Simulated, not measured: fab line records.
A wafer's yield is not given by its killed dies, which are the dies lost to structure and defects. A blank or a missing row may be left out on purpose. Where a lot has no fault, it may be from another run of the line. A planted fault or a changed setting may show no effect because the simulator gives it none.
Comparing a struck lot with a sound one    flow berkeleyCmos170    16 out of 331 route steps
Sound: the wafers L353.1, L353.5, L353.6. Struck: wafers L365.3, L365.5, L365.6. The cause comes at the end.
Order at every step that has rows: each side's tool, ch and its chambers, its first start. Under that, the readings that differ: sound wafers    struck wafers    difference of the means    sigmas: that difference in standard deviations of wafers without a fault.
alike: readings whose means differ by less than 2 such deviations, and words and numbers that are the same on both sides. not compared: withheld readings, readings that some wafer has no value for, bounds like >300 that may hide the same value, and numbers for which the record gives no deviation and whose values overlap.
A row with sigmas, a row that says differs or no value, or rows on one side alone: a step with any of these is where the two part. When numbers do not overlap yet have no deviation, they are printed without sigmas and do not part them. A reading that every wafer of one side lacks parts them only if that side has two wafers or more.

UCB170_NVT_OVL_MEAS_06:
  sound on overlay-01 at day 6 09:05; struck on overlay-01 at day 8 17:15
  alike: NVT_OVL
then, 1 step without rows for these wafers: UCB170_NVT_IMPLANT_07.
UCB170_NVT_STRIP_08: strips in O2.
  sound on plasmaAsher-04 ch 0,1, day 6 09:16; struck on plasmaAsher-01 ch 0,1, day 8 17:28
  alike: drypumpMotorCurrentA, oesProductAu, stripTimeToEndpointS
  not compared: rfHoursCounterH
UCB170_NVT_TW_MEAS_09:
  sound on filmMetro-02 at day 6 09:22; struck on filmMetro-03 at day 8 17:32
  alike: NVT_TW
then, 7 steps without rows for these wafers: UCB170_NVT_CLEAN_10 (cleans in SPM, time 600 s); UCB170_PVT_HMDS_00 (prime time 60 s); UCB170_PVT_COAT_01 (resist thk 900 nm); UCB170_PVT_SOFTBAKE_02 (time 60 s); UCB170_PVT_EXPOSE_03 (exposes mask NWELL, target cd 3000 nm); UCB170_PVT_PEB_04; UCB170_PVT_DEVELOP_05 (develop time 45 s).
UCB170_PVT_OVL_MEAS_06:
  sound on overlay-01 at day 6 12:10; struck on overlay-02 at day 8 21:49
reading       sound   struck    difference  sigmas
PVT_OVL (nm)  12 6 6  -6 -5 -3  -13         -3
UCB170_PVT_IMPLANT_07:
  sound on implanter-04 ch 0, day 6 12:13; struck on implanter-04 ch 0, day 8 21:54
reading                   sound                             struck                           difference   sigmas
beamEnergyKeV             30.014 30.001 30.010              39.003 38.992 38.990             +8.987       +99 or more
doseIonsCm2               2.0012e+12 2.0001e+12 2.0023e+12  1.9956e+12 1.9963e+12 1.996e+12  -5.2333e+09  -3
model.implant.rpNm (nm)   37.69 37.69 37.69                 46.77 46.77 46.77                +9.08        
model.implant.drpNm (nm)  16.56 16.56 16.56                 20.7 20.7 20.7                   +4.1         
  alike: endStationPressureTorr
UCB170_PVT_STRIP_08: strips in O2.
  sound on plasmaAsher-02 ch 0,1, day 6 12:31; struck on plasmaAsher-04 ch 0,1, day 8 22:02
  alike: drypumpMotorCurrentA, oesProductAu, stripTimeToEndpointS
  not compared: rfHoursCounterH
UCB170_PVT_TW_MEAS_09:
  sound on filmMetro-04 at day 6 12:37; struck on filmMetro-01 at day 8 22:20
reading  sound        struck       difference  sigmas
PVT_TW   516 512 512  545 546 543  +31         +9
  not compared: hold
-- the record jumps here: 2 days lie between the struck wafers' starts before and after (it left off in module PVT and takes up again in module M3, whose first step shown is number 331 of the route) --
UCB170_M3_PROBE_99:
  rows exist in the record for the struck wafers here (prober-01, day 11 08:33), but not for the sound ones

WHERE THEY PART
First at UCB170_PVT_OVL_MEAS_06; last, within this record, at UCB170_M3_PROBE_99.

WHY: what the simulator had put in
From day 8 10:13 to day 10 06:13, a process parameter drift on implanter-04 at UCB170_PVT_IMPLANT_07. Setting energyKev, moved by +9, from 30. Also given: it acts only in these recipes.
